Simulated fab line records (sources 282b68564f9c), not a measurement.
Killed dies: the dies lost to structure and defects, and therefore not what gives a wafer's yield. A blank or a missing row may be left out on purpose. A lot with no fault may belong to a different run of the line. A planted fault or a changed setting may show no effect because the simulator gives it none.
Which of the tools did it?    flow rit-cmos    Sampling: 16 lots, 48 wafers, 2 of 202 route steps

WHAT THE GAUGES READ, wafer by wafer
RIT_PWELL_OVL_MEAS_06. Usual: for PWELL_OVL the level is -1.0 nm and the standard deviation is 1.5.
lot   measured     on          PWELL_OVL (nm)     flag
L349  day 2 02:52  overlay-02  -2.8 -2.0 -1.9     
L350  day 2 08:08  overlay-01  -0.7 -1.0 -0.3     
L351  day 2 14:11  overlay-02  -4.9 -2.4 -1.3     
L352  day 2 18:49  overlay-02  -1.5 -0.1 0.0      
L353  day 3 00:38  overlay-01  -1.4 -0.6 0.6      
L354  day 3 05:28  overlay-01  2.3 0.8 0.2        
L355  day 3 12:52  overlay-02  1.3 1.0 0.7        
L356  day 3 16:01  overlay-02  0.0 1.1 -0.7       
L357  day 3 19:01  overlay-02  0.8 -1.9 -0.6      
L358  day 4 00:47  overlay-01  -3.2 -4.6 -3.4     
L361  day 4 15:07  overlay-01  -3.8 -2.1 -4.2     
L365  day 5 11:18  overlay-02  359.7 359.4 358.0  OFF
L366  day 5 15:44  overlay-01  356.3 357.5 356.9  OFF
L367  day 5 21:07  overlay-02  361.4 361.4 360.1  OFF
L368  day 6 02:44  overlay-01  361.3 359.4 360.7  OFF
L369  day 6 07:41  overlay-02  -1.8 -1.2 -0.6     

TOOL THAT RAN EACH LOT (tool first, then ch and the chambers of the sampled wafers, then the start)
lot   RIT_PWELL_EXPOSE_03
L349  iline-stepper-02 ch 0, day 2 02:26
L350  iline-stepper-02 ch 0, day 2 07:44
L351  iline-stepper-02 ch 0, day 2 13:47
L352  iline-stepper-02 ch 0, day 2 18:23
L353  iline-stepper-01 ch 0, day 3 00:12
L354  iline-stepper-01 ch 0, day 3 05:02
L355  iline-stepper-02 ch 0, day 3 12:26
L356  iline-stepper-01 ch 0, day 3 15:37
L357  iline-stepper-02 ch 0, day 3 18:36
L358  iline-stepper-02 ch 0, day 4 00:11
L361  iline-stepper-02 ch 0, day 4 14:43
L365  iline-stepper-01 ch 0, day 5 10:52
L366  iline-stepper-01 ch 0, day 5 15:18
L367  iline-stepper-01 ch 0, day 5 20:41
L368  iline-stepper-01 ch 0, day 6 02:19
L369  iline-stepper-02 ch 0, day 6 07:18
- RIT_PWELL_EXPOSE_03: exposes mask M3, target cd 43700 nm.

AS READ BY THE TOOLS THEMSELVES (means over the sampled wafers that have a number; for cases with no such wafer, the mark the record gives instead)
RIT_PWELL_EXPOSE_03. Usual: stage-vel-mm-s 499.95 mm/s, standard deviation 0.23.
lot   tool              stage-vel-mm-s (mm/s)  flag
L349  iline-stepper-02  500.09                 
L350  iline-stepper-02  499.87                 
L351  iline-stepper-02  500.01                 
L352  iline-stepper-02  499.85                 
L353  iline-stepper-01  500.11                 
L354  iline-stepper-01  499.78                 
L355  iline-stepper-02  500.01                 
L356  iline-stepper-01  499.99                 
L357  iline-stepper-02  500.15                 
L358  iline-stepper-02  499.87                 
L361  iline-stepper-02  499.80                 
L365  iline-stepper-01  499.86                 
L366  iline-stepper-01  499.87                 
L367  iline-stepper-01  499.79                 
L368  iline-stepper-01  500.22                 
L369  iline-stepper-02  499.94                 

THE ANSWER, worked out from the rows above alone
Rule: lot off if the mean of its wafers having a number is beyond 3 standard deviations from the usual mean. Also off: a lot with no number at a reading for which 4 or more lots have one. The other lots that the step has rows for count as sound. After the gauges, taken in route order, come the tools' own readings; for these a lot's mean is taken, as printed above. At the first step where some lot is off, the reading lying furthest off is the one used; lots without a number count as furthest.
Off: L365, L366, L367, L368, seen at RIT_PWELL_OVL_MEAS_06 (PWELL_OVL).
If a tool, at a process step before that reading, ran all the lots that are off and no sound lot after the first of them, it fits. The gauges at RIT_PWELL_OVL_MEAS_06 are tried like those tools. One candidate fits, namely iline-stepper-01 at RIT_PWELL_EXPOSE_03. Its last sound lot is L356 (day 3 15:37), its first lot that is off L365 (day 5 10:52): a fault that began between those two fits.

WHAT WAS PUT IN BY THE SIMULATOR
Scanner matching overlay: iline-stepper-01, from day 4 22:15 on, at RIT_PWELL_EXPOSE_03. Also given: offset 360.
Struck lots among those shown: L365, L366, L367, L368. The same result came from the rule above.
